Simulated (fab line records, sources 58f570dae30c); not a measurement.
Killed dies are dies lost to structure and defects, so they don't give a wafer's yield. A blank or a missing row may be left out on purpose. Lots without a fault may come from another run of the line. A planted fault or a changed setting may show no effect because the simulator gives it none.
Problem report in the 8D (eight disciplines) form, filled by code | flow berkeley_cmos170 | the parts of the form that need people (team, actions taken, sign-off) are left out

1. THE PROBLEM
rf_fwd_power_W at UCB170_SPACER_CVD_00 reads a mean of 478.2 W on 6 wafers of 2 lots; wafers without a fault read 543.5 W with a standard deviation of 2.6. That is -25 standard deviations from the usual mean.
The step: deposits SiO2 from TEOS/O2, target thk 376 nm, time 47 s.
First seen on wafer L500.1, day 11 05:08, on pecvd-01. The record holds 42 wafers of 14 lots with a number at this step. Rule for "out", or "out of limits": more than 4 standard deviations from the usual mean. The other wafers with a number count as sound.

2. WHAT IT IS AND WHAT IT IS NOT
question                    | is                     | is not
which readings at this step | rf_fwd_power_W         | heater_power_w
which lots                  | L500, L501             | L483, L484, L485, L487, L488, L489, L490, L493, L497, L498, L503, L504
which wafers of those lots  | all that have a number | -
read on which tools         | pecvd-01               | pecvd-02, pecvd-03
when                        | from day 11 05:08      | up to then (27 sound wafers); but 9 sound wafers of L498, L503, L504 came after

3. SUSPECTS, AND WHAT RULES EACH OUT
Counting: a tool at a process step up to the reading stays a suspect if it ran every lot that is out and no sound lot after the first of them.
- plasma_asher-04 at UCB170_NWELL_STRIP_15 (strips in O2): ruled out as a lasting fault. Sound lots L503 ran on it after its first lot that is out, L500 (day 6 08:54).
- pecvd-01 at UCB170_SPACER_CVD_00 (deposits SiO2 from TEOS/O2, target thk 376 nm, time 47 s): kept. It ran every lot that is out, first L500 (day 11 05:08), and no sound lot after that; its last sound lot up to then is L493 (day 10 03:58). Its own readings are out on those wafers: rf_fwd_power_W.
Left after counting: pecvd-01 at UCB170_SPACER_CVD_00.

4. THE CAUSE (what the simulator had put in)
Process parameter drift: pecvd-01, from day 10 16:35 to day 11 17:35, at UCB170_SPACER_CVD_00. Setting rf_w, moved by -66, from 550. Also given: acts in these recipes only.
Counting left only this tool.

5. THE CHAIN OF EFFECTS, in route order
Each row: a reading whose mean over the struck wafers that have a number lies more than 3 standard deviations from the usual. Only readings for which the record gives a usual standard deviation are gone through. hours: the time from each lot's start at the first step in this table that gives one to its start at this step, as a median over the lots. sigmas: the change in usual standard deviations.
hours | step                 | reading        | usual   | on struck wafers | change | sigmas
0     | UCB170_SPACER_CVD_00 | rf_fwd_power_W | 543.5 W | 478.2            | -65.3  | -25
The process steps in it:
- UCB170_SPACER_CVD_00: deposits SiO2 from TEOS/O2, target thk 376 nm, time 47 s.

6. WHAT WOULD HAVE CAUGHT IT SOONER
In this record the first reading out of limits was taken at day 11 05:08, 13 hours after the fault began at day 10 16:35.
